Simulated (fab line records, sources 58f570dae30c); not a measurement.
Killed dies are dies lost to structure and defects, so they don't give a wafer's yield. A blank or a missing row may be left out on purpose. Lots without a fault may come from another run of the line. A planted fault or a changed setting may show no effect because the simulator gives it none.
fab line records | flow berkeley_cmos170
record lots=14 wafers=42 last_day=13
route steps=331 shown NWELL@19 PWELL@36 M1@247
lots that met no fault: from a run of the same line without faults
start_h: hours from the record's first day to the start of the lot's first wafer shown | wait_h: hours since the lot's step before | " the same as in the row above | L1.1+2: a row that stands for several wafers | - no value, or no start given | * or withheld: withheld | < > ~ a bound
route shown NAME@n: a module of which the file shows steps, and the number in the route of the first | usual: mean/standard deviation of fault-free wafers | same: alike in all rows | chamber/n: place in a boat | sites: the reading at each site | _std_site: their standard deviation | _edge_site: outer sites' mean less inner sites' | radius_mm: how far each site lies from the wafer's centre | mask NAME#n: copy n | behind: the tool/chamber that last shaped the wafer | hold: why the lot was held/for how many hours/how that ended | device: the transistor (n, p or np) that didn't switch | end of line: the same wafers' tests at the end of the route | a step without rows: its recipe alone | killed: dies lost to structure and defects at the first sort, not the wafer's yield | map: a wafer's dies, x killed, . not, _ none there
set.NAME: the setting as run; set.NAME@STEP: as run at that earlier step | model.NAME: the simulator's own value behind a step, which no gauge read
steps of the route over a sample of lots; a table a step, a row a wafer
services: from which hour (start_h, from the record's first day; less than 0 if before it) a tool's chamber was out of use, for how many hours, and why
## steps
# step UCB170_NWELL_THK_MEAS_05
# recipe reads=Si3N4_of_NWELL_CVD_04
# usual NWELL_NITRIDE_THK=225.5/2
# columns lot.wafer tool chamber start_h wait_h NWELL_NITRIDE_THK[nm]
L762.1 film_metro-02 - 27.24 0.0 223.1
L762.2 " - " " 220.7
L762.3 " - " " 221.0
L763.2 film_metro-03 - 38.39 0.0 224.5
L763.5 " - " " 226.6
L763.6 " - " " 224.5
L764.2 film_metro-02 - 45.59 0.0 226.9
L764.4 " - " " 223.3
L764.5 " - " " 225.2
L765.2 film_metro-02 - 45.65 0.1 230.3
L765.4 " - " " 227.8
L765.5 " - " " 229.2
L767.2 film_metro-03 - 62.67 0.0 223.0
L767.4 " - " " 223.3
L767.6 " - " " 223.9
L768.2 film_metro-02 - 62.67 0.0 228.5
L768.3 " - " " 230.0
L768.4 " - " " 228.4
L774.1 film_metro-04 - 99.86 0.0 224.8
L774.3 " - " " 224.8
L774.6 " - " " 227.0
L775.1 film_metro-03 - 99.86 0.0 224.1
L775.3 " - " " 226.0
L775.4 " - " " 225.9
L776.1 film_metro-02 - 110.33 0.0 226.8
L776.3 " - " " 226.3
L776.4 " - " " 226.6
L778.1 film_metro-04 - 110.33 0.0 225.2
L778.3 " - " " 224.1
L778.4 " - " " 224.2
L779.1 film_metro-04 - 121.51 0.0 223.8
L779.2 " - " " 224.5
L779.4 " - " " 223.7
L780.3 film_metro-03 - 121.53 0.0 225.4
L780.4 " - " " 227.1
L780.6 " - " " 226.5
L782.2 film_metro-02 - 135.37 0.0 222.4
L782.3 " - " " 223.1
L782.6 " - " " 223.9
L783.3 film_metro-03 - 143.41 0.0 223.8
L783.4 " - " " 223.7
L783.5 " - " " 223.1
# step UCB170_PWELL_OXIDATION_02
# recipe temp_c=1000 ambient=O2 target_thk_a=264 ox_time_s=1260
# columns lot.wafer tool chamber start_h wait_h
L762.1+2+3 furnace-01 0 36.38 1.3
L763.2+5+6 furnace-01 0 48.49 3.1
L764.2+4+5 furnace-04 0 58.17 2.7
L765.2+4+5 furnace-04 0 58.17 2.7
L767.2+4+6 furnace-01 0 73.61 5.1
L768.2+3+4 furnace-01 0 73.61 4.7
L774.1+3+6 furnace-04 0 111.21 1.4
L775.1+3+4 furnace-04 0 111.21 4.7
L776.1+3+4 furnace-04 0 121.47 3.8
L778.1+3+4 furnace-04 0 121.47 4.5
L779.1+2+4 furnace-04 0 134.77 6.1
L780.3+4+6 furnace-04 0 134.77 6.5
L782.2+3+6 furnace-02 0 146.09 3.2
L783.3+4+5 furnace-02 0 157.21 7.3
# step UCB170_PWELL_THK_MEAS_03
# recipe reads=SiO2_of_PWELL_OXIDATION_02
# usual PWELL_OXIDE_THK=26.3/0.54
# columns lot.wafer tool chamber start_h wait_h hold PWELL_OXIDE_THK[nm]
L762.1 film_metro-03 - 37.79 0.1 - 25.5
L762.2 " - " " - 26.0
L762.3 " - " " - 25.9
L763.2 film_metro-01 - 49.85 0.0 - 26.9
L763.5 " - " " - 27.0
L763.6 " - " " - 26.9
L764.2 film_metro-01 - 59.53 0.0 - 25.8
L764.4 " - " " - 25.8
L764.5 " - " " - 26.0
L765.2 film_metro-03 - 59.53 0.0 - 26.5
L765.4 " - " " - 26.9
L765.5 " - " " - 27.2
L767.2 film_metro-03 - 74.97 0.0 await_dispo/0.2h/release 33.3
L767.4 " - " " await_dispo/0.2h/release 33.1
L767.6 " - " " await_dispo/0.2h/release 33.0
L767.2 film_metro-03 - 75.20 0.2 - 33.3
L767.4 " - " " - 33.1
L767.6 " - " " - 33.1
L768.2 film_metro-02 - 74.97 0.0 await_dispo/0.2h/release 33.6
L768.3 " - " " await_dispo/0.2h/release 34.1
L768.4 " - " " await_dispo/0.2h/release 33.4
L768.2 film_metro-02 - 75.21 0.2 - 33.6
L768.3 " - " " - 34.0
L768.4 " - " " - 33.4
L774.1 film_metro-03 - 112.56 0.0 - 25.9
L774.3 " - " " - 26.4
L774.6 " - " " - 26.1
L775.1 film_metro-02 - 112.56 0.0 - 25.6
L775.3 " - " " - 26.1
L775.4 " - " " - 26.0
L778.1 film_metro-01 - 122.82 0.0 - 25.7
L778.3 " - " " - 25.7
L778.4 " - " " - 25.5
L776.1 film_metro-02 - 122.87 0.0 - 26.5
L776.3 " - " " - 26.1
L776.4 " - " " - 26.1
L779.1 film_metro-03 - 136.12 0.0 - 25.7
L779.2 " - " " - 25.5
L779.4 " - " " - 25.9
L780.3 film_metro-01 - 136.14 0.0 - 26.4
L780.4 " - " " - 26.5
L780.6 " - " " - 26.1
L782.2 film_metro-03 - 147.45 0.0 - 26.1
L782.3 " - " " - 26.1
L782.6 " - " " - 26.1
L783.3 film_metro-02 - 158.58 0.0 - 27.2
L783.4 " - " " - 27.1
L783.5 " - " " - 27.5
# step UCB170_PWELL_STRIP_16
# recipe chemistry=O2 power_w=400 pressure_mtorr=3500 platen_temp_c=withheld o2_flow_sccm=400 overash_fraction=0.5
# usual chamber_pressure_mTorr=3500/3 drypump_motor_current_A=6.11/0.28 oes_product_au=0.721/0.0046 strip_time_to_endpoint_s=18.07/0.07
# columns lot.wafer tool chamber start_h wait_h chamber_pressure_mTorr drypump_motor_current_A oes_product_au rf_hours_counter_h strip_time_to_endpoint_s
L762.1 plasma_asher-04 1 46.62 0.1 3498 6.03 0.728 34 18.05
L762.2 " 0 " " 3499 6.38 0.720 34 17.93
L762.3 " 1 " " 3492 6.04 0.722 - 18.03
L763.2 plasma_asher-02 0 59.24 0.1 3498 6.21 0.711 27 18.06
L763.5 " 1 " " 3500 5.71 0.716 - 18.14
L763.6 " 0 " " 3502 6.23 0.717 - 18.06
L765.2 plasma_asher-02 1 67.71 0.1 3492 5.69 0.721 28 17.91
L765.4 " 0 " " 3496 6.23 0.712 - 17.95
L765.5 " 0 " " 3500 6.23 0.719 - 18.03
L764.2 plasma_asher-03 0 67.77 0.1 3498 6.57 0.722 28 17.97
L764.4 " 0 " " 3502 6.54 0.717 - 18.14
L764.5 " 0 " " 3503 6.58 0.720 - 17.98
L767.2 plasma_asher-03 1 83.86 0.1 3498 5.88 0.718 31 18.05
L767.4 " 0 " " 3497 6.59 0.724 - 18.09
L767.6 " 1 " " 3497 5.87 0.718 - 17.97
L768.2 plasma_asher-04 1 84.08 0.1 3503 6.04 0.718 41 18.11
L768.3 " 1 " " 3506 6.04 0.723 - 18.07
L768.4 " 0 " " 3506 6.38 0.720 - 18.11
L774.1 plasma_asher-04 0 117.50 0.1 3502 6.38 0.723 46 18.09
L774.3 " 1 " " 3499 6.02 0.716 - 18.02
L774.6 " 0 " " 3499 6.38 0.726 - 18.11
L775.1 plasma_asher-03 1 118.12 0.1 3502 5.87 0.721 0 18.13
L775.3 " 1 " " 3495 5.86 0.721 - 18.00
L775.4 " 0 " " 3502 6.51 0.727 - 18.05
L778.1 plasma_asher-03 0 133.33 0.1 3501 6.54 0.716 2 18.12
L778.3 " 0 " " 3499 6.54 0.723 - 18.00
L778.4 " 1 " " 3501 5.90 0.717 - 18.11
L776.1 plasma_asher-04 1 133.61 0.1 3500 6.03 0.726 48 18.17
L776.3 " 0 " " 3499 6.36 0.721 - 18.11
L776.4 " 1 " " 3499 6.03 0.720 - 18.09
L780.3 plasma_asher-04 1 145.23 0.1 3504 6.03 0.716 - 18.08
L780.4 " 0 " " 3507 6.38 0.726 - 18.03
L780.6 " 1 " " 3501 6.04 0.723 - 18.05
L779.1 plasma_asher-02 1 145.47 0.1 3503 5.68 0.718 36 18.05
L779.2 " 0 " " 3498 6.21 0.714 36 17.96
L779.4 " 1 " " 3498 5.68 0.727 - 18.03
L782.2 plasma_asher-03 1 158.18 0.1 3503 5.87 0.722 4 18.09
L782.3 " 1 " " 3494 5.87 0.728 - 18.07
L782.6 " 0 " " 3500 6.54 0.719 - 18.06
L783.3 plasma_asher-02 0 170.98 0.1 3504 6.21 0.733 - 18.07
L783.4 " 1 " " 3493 5.68 0.731 - 18.03
L783.5 " 1 " " 3499 5.67 0.725 - 17.94
# step UCB170_M1_CD_MEAS_09
# recipe target_cd_nm=700
# usual cd_nm=699.8/1.2
# columns lot.wafer tool chamber start_h wait_h cd_nm
L762.1 cd_sem-01 - 162.88 - 701.4
L762.2 " - " " 700.1
L762.3 " - " " 699.8
L763.2 cd_sem-01 - 175.61 - 700.5
L763.5 " - " " 700.1
L763.6 " - " " 699.2
L764.2 cd_sem-01 - 202.73 - 699.5
L764.4 " - " " 698.6
L764.5 " - " " 699.4
L765.2 cd_sem-01 - 203.37 - 700.6
L765.4 " - " " 701.3
L765.5 " - " " 700.1
L768.2 cd_sem-02 - 211.86 - 700.1
L768.3 " - " " 698.9
L768.4 " - " " 698.3
L767.2 cd_sem-01 - 214.45 - 701.0
L767.4 " - " " 701.0
L767.6 " - " " 701.0
L775.1 cd_sem-02 - 235.75 - 701.2
L775.3 " - " " 700.8
L775.4 " - " " 700.8
L774.1 cd_sem-02 - 236.03 - 696.8
L774.3 " - " " 695.8
L774.6 " - " " 698.1
L778.1 cd_sem-01 - 259.55 - 700.0
L778.3 " - " " 700.0
L778.4 " - " " 699.8
L776.1 cd_sem-01 - 261.53 - 700.0
L776.3 " - " " 700.5
L776.4 " - " " 699.8
L780.3 cd_sem-01 - 268.39 - 700.9
L780.4 " - " " 700.6
L780.6 " - " " 699.4
L779.1 cd_sem-01 - 268.50 - 700.3
L779.2 " - " " 699.7
L779.4 " - " " 699.3
L782.2 cd_sem-02 - 279.05 - 701.9
L782.3 " - " " 702.1
L782.6 " - " " 700.7
L783.3 cd_sem-02 - 294.83 - 700.9
L783.4 " - " " 699.6
L783.5 " - " " 699.7
## services
# columns tool chamber start_h hours kind
plasma_asher-02 - 31.56 3.6 repair
plasma_asher-03 - 45.75 4.9 repair
plasma_asher-02 - 75.88 15.6 pm
plasma_asher-02 - 97.55 0.5 repair
plasma_asher-03 - 108.75 9.0 pm
plasma_asher-03 0 108.75 9.0 vent_cycle
plasma_asher-03 1 108.75 9.0 vent_cycle
plasma_asher-03 0 117.75 - clean
plasma_asher-03 1 117.75 - clean
furnace-02 - 132.66 4.0 pm
furnace-01 - 138.18 3.8 pm
plasma_asher-04 - 143.24 0.4 repair
plasma_asher-03 - 158.33 0.9 repair
furnace-04 - 163.82 4.1 pm
## key
first_sign step=UCB170_PWELL_THK_MEAS_03 reading=visit direction=added
effect step=UCB170_PWELL_THK_MEAS_03 reading=PWELL_OXIDE_THK direction=up sigmas=13 usual=26.3 struck=33.4
met_at UCB170_PWELL_OXIDATION_02
struck_lots L767,L768
tester_left_out L767,L768
not_acting_at UCB170_NWELL_THK_MEAS_05,UCB170_PWELL_STRIP_16,UCB170_M1_CD_MEAS_09
onset_between 48.49 73.61
fault kind=process_parameter_drift tool=furnace-01 chamber=- onset_h=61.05 steps=UCB170_PWELL_OXIDATION_02 channel=ox_time_s offset=* shape=step end_h=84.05 acts_in=* stated=*
# tester_left_out: of these lots the tester's yield and bins aren't shown, on N5 and GAA mostly nor the transistor test; their killed dies are dies lost to structure and defects alone, not to doping, threshold or leakage, so they don't give the yield
